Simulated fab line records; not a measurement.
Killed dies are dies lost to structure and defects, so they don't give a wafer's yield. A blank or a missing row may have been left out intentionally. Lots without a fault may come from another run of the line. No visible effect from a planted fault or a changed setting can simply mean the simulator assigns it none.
Commonality check across tools + flow berkeley cmos170 + Lots sampled 14, wafers sampled 42

## REASON FOR OPENING
2 of 14 lots carry a flag on the reading SPACER_TEOS_THK at UCB170_SPACER_THK_MEAS_01. No-fault wafers: 376 nm, standard deviation 4.
Rule: a lot is flagged when every wafer of it that has a number lies more than 4 standard deviations from that mean, or none has a number. As for the other lots, they are considered sound.

| lot  | measured     | on            | SPACER_TEOS_THK (nm), wafer by wafer | flag    |
|------|--------------|---------------|--------------------------------------|---------|
| L766 | day 6 22:58  | film metro-03 | 374 375 374                          |         |
| L767 | day 7 07:53  | film metro-04 | 372 380 382                          |         |
| L768 | day 8 13:37  | film metro-04 | 370 381 378                          |         |
| L770 | day 8 14:07  | film metro-04 | 369 370 379                          |         |
| L771 | day 9 00:07  | film metro-03 | 376 381 377                          |         |
| L775 | day 9 14:40  | film metro-02 | 368 370 379                          |         |
| L774 | day 9 14:55  | film metro-03 | 376 381 379                          |         |
| L776 | day 10 00:12 | film metro-03 | 373 369 380                          |         |
| L777 | day 10 00:48 | film metro-03 | 372 371 377                          |         |
| L778 | day 10 01:33 | film metro-04 | 378 373 378                          |         |
| L781 | day 11 00:38 | film metro-02 | 372 375 376                          |         |
| L783 | day 11 09:04 | film metro-04 | 373 374 377                          |         |
| L786 | day 11 15:38 | film metro-03 | 398 399 402                          | FLAGGED |
| L788 | day 12 06:41 | film metro-04 | 399 397 404                          | FLAGGED |
The mean of the flagged lots' numbers is 400 nm, +24 nm from the usual (+6 standard deviations).

## LOT BY LOT: THE TOOL USED
2 process steps preceding the reading are held in the record, out of 331 steps in the route. Each cell gives the tool, then ch followed by the chambers the sampled wafers passed through, then the start.
| lot  | flag    | UCB170_NVT_STRIP_08                  | UCB170_SPACER_CVD_00            |
|------|---------|--------------------------------------|---------------------------------|
| L766 |         | plasma asher-02 ch 0,1, day 5 22:16  | pecvd-02 ch 0,1,2, day 6 22:55  |
| L767 |         | plasma asher-04 ch 0,1, day 6 07:56  | pecvd-04 ch 0,1,2, day 7 07:49  |
| L768 |         | plasma asher-01 ch 0,1, day 7 09:13  | pecvd-04 ch 1,2, day 8 13:34    |
| L770 |         | plasma asher-04 ch 0,1, day 7 09:27  | pecvd-03 ch 0,2, day 8 14:04    |
| L771 |         | plasma asher-04 ch 0, day 8 03:49    | pecvd-02 ch 0,1, day 9 00:03    |
| L775 |         | plasma asher-01 ch 0,1, day 8 15:49  | pecvd-04 ch 0,2, day 9 14:37    |
| L774 |         | plasma asher-02 ch 0,1, day 8 16:10  | pecvd-03 ch 1,2, day 9 14:52    |
| L776 |         | plasma asher-04 ch 0,1, day 8 23:08  | pecvd-04 ch 0,1, day 10 00:10   |
| L777 |         | plasma asher-04 ch 0,1, day 9 08:02  | pecvd-02 ch 1,2, day 10 00:45   |
| L778 |         | plasma asher-02 ch 0,1, day 9 08:02  | pecvd-03 ch 0,1, day 10 01:28   |
| L781 |         | plasma asher-04 ch 0,1, day 10 02:47 | pecvd-02 ch 0,2, day 11 00:34   |
| L783 |         | plasma asher-01 ch 0,1, day 10 09:20 | pecvd-04 ch 0,1,2, day 11 09:02 |
| L786 | FLAGGED | plasma asher-04 ch 0,1, day 10 15:46 | pecvd-02 ch 0,2, day 11 15:35   |
| L788 | FLAGGED | plasma asher-01 ch 0,1, day 11 05:53 | pecvd-02 ch 1,2, day 12 06:38   |
These steps, and what they do:
- UCB170_NVT_STRIP_08: strips in O2.
- UCB170_SPACER_CVD_00: deposits SiO2 from TEOS/O2, target thk 376 nm, time 47 s.
- UCB170_SPACER_THK_MEAS_01

## FLAGGED OVER TOTAL, TOOL BY TOOL (the gauges that took the reading come last)
| step                      | tool            | lots run | flagged | share of the flagged lots | sound lots run after its first flagged lot |
|---------------------------|-----------------|----------|---------|---------------------------|--------------------------------------------|
| UCB170_NVT_STRIP_08       | plasma asher-01 | 4        | 1       | some                      | 0                                          |
| UCB170_NVT_STRIP_08       | plasma asher-02 | 3        | 0       | none                      | -                                          |
| UCB170_NVT_STRIP_08       | plasma asher-04 | 7        | 1       | some                      | 0                                          |
| UCB170_SPACER_CVD_00      | pecvd-02        | 6        | 2       | all                       | 0                                          |
| UCB170_SPACER_CVD_00      | pecvd-03        | 3        | 0       | none                      | -                                          |
| UCB170_SPACER_CVD_00      | pecvd-04        | 5        | 0       | none                      | -                                          |
| UCB170_SPACER_THK_MEAS_01 | film metro-02   | 2        | 0       | none                      | -                                          |
| UCB170_SPACER_THK_MEAS_01 | film metro-03   | 6        | 1       | some                      | 0                                          |
| UCB170_SPACER_THK_MEAS_01 | film metro-04   | 6        | 1       | some                      | 0                                          |

## WHAT THE TABLE PERMITS
1 row of the table ran every flagged lot: pecvd-02 at UCB170_SPACER_CVD_00.
- pecvd-02 at UCB170_SPACER_CVD_00 ran 6 lots, 2 of them flagged. Last sound lot L781 at day 11 00:34, first flagged lot L786 at day 11 15:35; a fault beginning in between fits.
Left over: one tool, pecvd-02 at UCB170_SPACER_CVD_00.

## WHAT THE SIMULATOR HAD PUT IN
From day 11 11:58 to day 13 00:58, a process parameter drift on pecvd-02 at UCB170_SPACER_CVD_00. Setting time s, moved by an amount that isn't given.
Lots struck among those shown: L786, L788. The rule given above showed the same thing.
